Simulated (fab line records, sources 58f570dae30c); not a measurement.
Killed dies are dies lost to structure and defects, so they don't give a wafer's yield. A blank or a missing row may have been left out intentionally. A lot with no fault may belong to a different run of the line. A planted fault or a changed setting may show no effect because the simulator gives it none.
What tool caused it? | flow berkeley cmos170 | 14 lots, 42 wafers sampled, at 7 steps of a route of 331

== WHAT EACH GAUGE READ, for each wafer ==
UCB170_FIELD_THK_MEAS_02. Usual: FIELD_OXIDE_THK typically reads 559 nm, with standard deviation 10.
lot  | measured     | on            | FIELD_OXIDE_THK (nm) | flag
L912 | day 5 15:17  | film metro-02 | 565 564 562          |
L911 | day 5 15:17  | film metro-01 | 564 559 564          |
L915 | day 5 21:33  | film metro-02 | 542 552 549          |
L916 | day 5 21:35  | film metro-01 | 555 562 551          |
L920 | day 7 01:41  | film metro-02 | 565 567 568          |
L919 | day 7 01:47  | film metro-01 | 557 566 559          |
L925 | day 8 15:08  | film metro-03 | 554 546 562          |
L927 | day 8 15:08  | film metro-02 | 571 552 563          |
L929 | day 8 23:49  | film metro-02 | 545 541 546          |
L930 | day 8 23:49  | film metro-01 | 553 562 553          |
L932 | day 9 17:43  | film metro-02 | 564 564 567          |
L933 | day 9 17:47  | film metro-02 | 586 576 576          |
L931 | day 9 17:48  | film metro-01 | 566 564 562          |
L934 | day 10 03:50 | film metro-03 | 548 555 545          |

UCB170_SDANNEAL_RS_MEAS_02: measures by four-point-probe. Usual: PSD_RS typically reads 75.65 ohm/sq, with standard deviation 0.25.
lot  | measured     | on            | PSD_RS (ohm/sq)   | flag
L912 | day 8 08:07  | film metro-01 | 75.95 76.09 75.79 |
L911 | day 8 09:42  | film metro-01 | 75.32 75.48 75.08 |
L915 | day 8 18:19  | film metro-03 | 75.23 75.58 75.75 |
L916 | day 8 18:59  | film metro-04 | 70.10 69.91 70.01 | OFF
L920 | day 9 17:52  | film metro-01 | 75.81 75.61 75.45 |
L919 | day 9 17:19  | film metro-01 | 69.89 69.97 69.86 | OFF
L925 | day 11 08:28 | film metro-03 | 75.82 75.68 75.88 |
L927 | day 11 08:12 | film metro-04 | 75.41 75.16 75.33 |
L929 | day 11 23:53 | film metro-04 | 75.70 75.91 75.88 |
L930 | day 12 00:26 | film metro-04 | 75.55 75.86 75.87 |
L932 | day 12 12:55 | film metro-04 | 75.36 75.01 75.61 |
L933 | day 12 12:31 | film metro-01 | 75.08 75.52 75.29 |
L931 | day 12 12:14 | film metro-04 | 75.75 75.66 75.74 |
L934 | day 13 00:43 | film metro-04 | 75.17 75.48 75.45 |

UCB170_SDANNEAL_RS_MEAS_03: measures by four-point-probe. Usual: NSD_RS typically reads 37.25 ohm/sq, with standard deviation 0.082.
lot  | measured     | on            | NSD_RS (ohm/sq)   | flag
L912 | day 8 08:14  | film metro-01 | 37.30 37.28 37.31 |
L911 | day 8 09:49  | film metro-01 | 37.30 37.25 37.21 |
L915 | day 8 18:26  | film metro-03 | 37.16 37.18 37.23 |
L916 | day 8 19:06  | film metro-04 | 35.94 36.06 35.94 | OFF
L920 | day 9 17:59  | film metro-01 | 37.26 37.09 37.23 |
L919 | day 9 17:26  | film metro-01 | 35.90 35.88 35.90 | OFF
L925 | day 11 08:35 | film metro-03 | 37.28 37.19 37.28 |
L927 | day 11 08:19 | film metro-04 | 37.30 37.22 37.27 |
L929 | day 12 00:01 | film metro-04 | 37.25 37.36 37.32 |
L930 | day 12 00:33 | film metro-04 | 37.24 37.32 37.36 |
L932 | day 12 13:02 | film metro-04 | 37.27 37.30 37.31 |
L933 | day 12 12:38 | film metro-01 | 37.30 37.33 37.35 |
L931 | day 12 12:22 | film metro-04 | 37.42 37.33 37.32 |
L934 | day 13 00:50 | film metro-04 | 37.21 37.16 37.22 |

UCB170_SDANNEAL_RS_MEAS_04: measures by four-point-probe. Usual: PLDD_RS typically reads 1031.2 ohm/sq, with standard deviation 2.6.
lot  | measured     | on            | PLDD_RS (ohm/sq)     | flag
L912 | day 8 08:21  | film metro-01 | 1027.6 1029.0 1027.0 |
L911 | day 8 09:56  | film metro-01 | 1031.2 1031.7 1028.4 |
L915 | day 8 18:33  | film metro-03 | 1033.8 1034.8 1032.6 |
L916 | day 8 19:13  | film metro-04 | 1022.3 1021.6 1022.3 | OFF
L920 | day 9 18:07  | film metro-01 | 1029.5 1030.0 1032.0 |
L919 | day 9 17:33  | film metro-01 | 1022.1 1018.7 1018.5 | OFF
L925 | day 11 08:43 | film metro-03 | 1030.2 1030.1 1030.8 |
L927 | day 11 08:26 | film metro-04 | 1032.2 1032.2 1031.5 |
L929 | day 12 00:08 | film metro-04 | 1035.1 1033.0 1034.3 |
L930 | day 12 00:40 | film metro-04 | 1029.1 1027.1 1026.0 |
L932 | day 12 13:10 | film metro-04 | 1034.9 1034.7 1036.1 |
L933 | day 12 12:46 | film metro-01 | 1026.4 1027.8 1026.6 |
L931 | day 12 12:29 | film metro-04 | 1036.8 1034.3 1035.4 |
L934 | day 13 00:58 | film metro-04 | 1031.7 1031.0 1030.1 |

UCB170_M1_OVL_MEAS_10. Usual: M1_OVL typically reads 2 nm, with standard deviation 5.1.
lot  | measured     | on         | M1_OVL (nm) | flag
L912 | day 8 15:56  | overlay-02 | 7 7 12      |
L911 | day 8 17:46  | overlay-02 | 6 -2 4      |
L915 | day 9 01:30  | overlay-02 | 1 1 1       |
L916 | day 9 03:35  | overlay-01 | 1 -5 -2     |
L920 | day 10 02:49 | overlay-01 | 5 -7 3      |
L919 | day 10 01:41 | overlay-02 | 2 14 2      |
L925 | day 11 17:39 | overlay-02 | -3 -2 4     |
L927 | day 11 15:43 | overlay-02 | 5 4 1       |
L929 | day 12 08:14 | overlay-02 | -1 7 4      |
L930 | day 12 10:07 | overlay-01 | 6 4 -5      |
L932 | day 12 22:32 | overlay-02 | 2 -4 7      |
L933 | day 12 22:26 | overlay-01 | 11 6 0      |
L931 | day 12 22:15 | overlay-02 | -3 -7 -8    |
L934 | day 13 07:37 | overlay-02 | -6 2 2      |

== EACH LOT AND THE TOOL THAT RAN IT (in order: tool; ch and the chambers of the sampled wafers; start) ==
lot  | UCB170_SDANNEAL_RTA_00           | UCB170_SDANNEAL_RTA_01
L912 | rtp anneal-01 ch 0, day 8 07:59  | rtp anneal-01 ch 0, day 8 08:03
L911 | rtp anneal-01 ch 0, day 8 09:34  | rtp anneal-01 ch 0, day 8 09:38
L915 | rtp anneal-01 ch 0, day 8 18:11  | rtp anneal-01 ch 0, day 8 18:15
L916 | rtp anneal-01 ch 0, day 8 18:37  | rtp anneal-01 ch 0, day 8 18:41
L920 | rtp anneal-02 ch 0, day 9 17:39  | rtp anneal-02 ch 0, day 9 17:43
L919 | rtp anneal-01 ch 0, day 9 17:11  | rtp anneal-01 ch 0, day 9 17:15
L925 | rtp anneal-02 ch 0, day 11 08:21 | rtp anneal-02 ch 0, day 11 08:25
L927 | rtp anneal-02 ch 0, day 11 08:04 | rtp anneal-02 ch 0, day 11 08:08
L929 | rtp anneal-02 ch 0, day 11 23:38 | rtp anneal-02 ch 0, day 11 23:46
L930 | rtp anneal-02 ch 0, day 12 00:09 | rtp anneal-02 ch 0, day 12 00:13
L932 | rtp anneal-01 ch 0, day 12 12:47 | rtp anneal-01 ch 0, day 12 12:51
L933 | rtp anneal-02 ch 0, day 12 12:22 | rtp anneal-02 ch 0, day 12 12:26
L931 | rtp anneal-01 ch 0, day 12 12:07 | rtp anneal-01 ch 0, day 12 12:10
L934 | rtp anneal-01 ch 0, day 13 00:36 | rtp anneal-01 ch 0, day 13 00:40
- UCB170_SDANNEAL_RTA_00: time 10 s.
- UCB170_SDANNEAL_RTA_01: time 5 s.

== AS READ BY THE TOOLS THEMSELVES (means over the sampled wafers that have a number; for cases with no such wafer, the mark the record gives instead) ==
UCB170_SDANNEAL_RTA_00. Usual: chamber o2 ppm 2.001, standard deviation 0.021; lamp power pct 24.2 %, standard deviation 1.1; wafer_temp_C_max 904.5, standard deviation 1.2.
lot  | tool          | chamber o2 ppm | lamp power pct (%) | wafer_temp_C_max | flag
L912 | rtp anneal-01 | 2.016          | 25.4               | 904.5            |
L911 | rtp anneal-01 | 2.001          | 25.4               | 904.9            |
L915 | rtp anneal-01 | 2.029          | 25.4               | 904.5            |
L916 | rtp anneal-01 | 1.982          | 25.4               | 905.1            |
L920 | rtp anneal-02 | 2.026          | 23.1               | 904.1            |
L919 | rtp anneal-01 | 2.000          | 25.4               | 904.9            |
L925 | rtp anneal-02 | 1.993          | 23.1               | 903.3            |
L927 | rtp anneal-02 | 2.012          | 23.1               | 904.0            |
L929 | rtp anneal-02 | 2.001          | 23.1               | 903.3            |
L930 | rtp anneal-02 | 2.000          | 23.1               | 903.4            |
L932 | rtp anneal-01 | 1.989          | 25.4               | 906.2            |
L933 | rtp anneal-02 | 2.011          | 23.1               | 903.2            |
L931 | rtp anneal-01 | 2.008          | 25.3               | 906.0            |
L934 | rtp anneal-01 | 2.000          | 25.4               | 905.7            |

UCB170_SDANNEAL_RTA_01. Usual: chamber o2 ppm 2.001, standard deviation 0.023; lamp power pct 37.4 %, standard deviation 1.7; wafer_temp_C_max 1055.2, standard deviation 1.4.
lot  | tool          | chamber o2 ppm | lamp power pct (%) | wafer_temp_C_max | flag
L912 | rtp anneal-01 | 1.967          | 39.2               | 1056.8           |
L911 | rtp anneal-01 | 2.004          | 39.2               | 1055.8           |
L915 | rtp anneal-01 | 1.972          | 39.2               | 1055.7           |
L916 | rtp anneal-01 | 1.971          | 39.1               | 1055.7           |
L920 | rtp anneal-02 | 2.009          | 35.6               | 1054.9           |
L919 | rtp anneal-01 | 2.000          | 39.2               | 1055.7           |
L925 | rtp anneal-02 | 1.987          | 35.7               | 1054.1           |
L927 | rtp anneal-02 | 2.023          | 35.7               | 1054.5           |
L929 | rtp anneal-02 | 2.024          | 35.7               | 1054.8           |
L930 | rtp anneal-02 | 1.988          | 35.7               | 1054.8           |
L932 | rtp anneal-01 | 2.018          | 39.2               | 1055.1           |
L933 | rtp anneal-02 | 2.013          | 35.7               | 1053.9           |
L931 | rtp anneal-01 | 2.022          | 39.2               | 1056.6           |
L934 | rtp anneal-01 | 2.006          | 39.2               | 1055.1           |

== THE ANSWER, worked out from the rows above alone ==
Rule: a lot is off if the mean of its wafers that have a number lies more than 3 standard deviations from the usual mean. Also off: a lot with no number at a reading for which 4 or more lots have one. Where the step has rows for the other lots, those lots are counted as sound. The gauges are gone through in route order, then the tools' own readings, and for those a lot's mean is taken as printed above. At the first step where some lot is off, the reading lying furthest off is the one used; lots without a number count as furthest.
Off: L916, L919, seen at UCB170_SDANNEAL_RS_MEAS_02 (PSD_RS).
A tool fits if, at a process step before that reading, it ran every lot that is off, and no sound lot after the first of them. Those tools and the gauges at UCB170_SDANNEAL_RS_MEAS_02 are tried in the same way. Not one of the candidates tried fits.

== WHAT WAS PUT IN BY THE SIMULATOR ==
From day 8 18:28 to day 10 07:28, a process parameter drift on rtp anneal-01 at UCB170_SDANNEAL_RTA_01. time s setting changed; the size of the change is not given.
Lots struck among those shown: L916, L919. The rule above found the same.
